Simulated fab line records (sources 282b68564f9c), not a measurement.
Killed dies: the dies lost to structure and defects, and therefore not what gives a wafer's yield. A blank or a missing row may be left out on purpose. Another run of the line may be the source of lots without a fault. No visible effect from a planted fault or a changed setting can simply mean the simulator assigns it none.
Problem report in the 8D (eight disciplines) form, filled by code	flow rit_cmos	the parts of the form that need people (team, actions taken, sign-off) are left out

## 1. THE ISSUE
Wafers without a fault read 1000.0 nm, standard deviation 2.1; cd_nm at RIT_CONTACT_CD_MEAS_08 reads a mean of 961.4 nm on 6 wafers belonging to 2 lots. Measured from the usual mean, that is -18 standard deviations.
The step: target cd 1000 nm.
First observed at day 4 00:00: wafer L798.1, on cd_sem-02. The record holds 39 wafers of 13 lots with a number at this step. The rule behind "out" and "out of limits": a value lying over 4 standard deviations away from the usual mean. The rest of the wafers with a number are treated as sound.

## 2. WHAT IT IS, AND WHAT IT ISN'T
question	is	is not
which readings at this step	cd_nm	-
which lots	L798, L799	L794, L795, L796, L797, L800, L801, L806, L810, L812, L814, L815
which wafers of those lots	all that have a number	-
read on which gauges	cd_sem-01, cd_sem-02	-
when	from day 4 00:00	up to then (12 sound wafers); but 21 sound wafers of L800, L801, L806, L810, L812, L814, L815 came after

## 3. THE SUSPECTS, EACH WITH WHAT RULES IT OUT
Counting: a tool at any process step up to the reading remains a suspect when it ran all the lots that are out and ran no sound lot after the first of those.
- the gauge at RIT_CONTACT_CD_MEAS_08 is ruled out. Those wafers that are out were read across 2 gauges (cd_sem-01, cd_sem-02).
- iline_stepper-01 at RIT_CONTACT_EXPOSE_05 (exposes mask M11, target cd 1000 nm): kept. Every lot that is out went through it, starting with L798 (day 3 23:27), and after that it ran no sound lot; the last sound lot it ran before then is L797 (day 3 19:24). Out on those wafers are its own readings of exposure_dose_mJ_cm2.
Left after counting: iline_stepper-01 at RIT_CONTACT_EXPOSE_05.

## 4. THE CAUSE (what the simulator had put in)
Process parameters drifting: iline_stepper-01 at RIT_CONTACT_EXPOSE_05, beginning at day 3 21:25. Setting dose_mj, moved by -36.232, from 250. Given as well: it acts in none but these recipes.
Only this tool survived the counting.

## 5. SEQUENCE OF EFFECTS, ordered by route
Each row: a reading whose mean over the struck wafers that have a number lies more than 3 standard deviations from the usual. Only readings for which the record gives a usual standard deviation are gone through. hours: the time from each lot's start at the first step in this table that gives one to its start at this step, as a median over the lots. sigmas: the change in usual standard deviations.
hours	step	reading	usual	on struck wafers	change	sigmas
0	RIT_CONTACT_EXPOSE_05	exposure_dose_mJ_cm2	250.3	217.1	-33.2	-68
1	RIT_CONTACT_CD_MEAS_08	cd_nm	1000.0 nm	961.4	-38.6	-18
It contains these process steps:
- RIT_CONTACT_EXPOSE_05: exposes mask M11, target cd 1000 nm.

## 6. HOW IT WOULD HAVE BEEN CAUGHT EARLIER
3 hours passed between the start of the fault at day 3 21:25 and the first reading out of limits at a measuring or inspecting step in this record, taken at day 4 00:00.
The tool's own readings at RIT_CONTACT_EXPOSE_05 were out on every struck wafer that the step has a row for (exposure_dose_mJ_cm2): an alarm limit on them would have fired on the first of those.
L799, from the lots that are out (2), started RIT_CONTACT_EXPOSE_05 on iline_stepper-01 later than day 4 00:00. A hold on the tool at that time would have spared it.
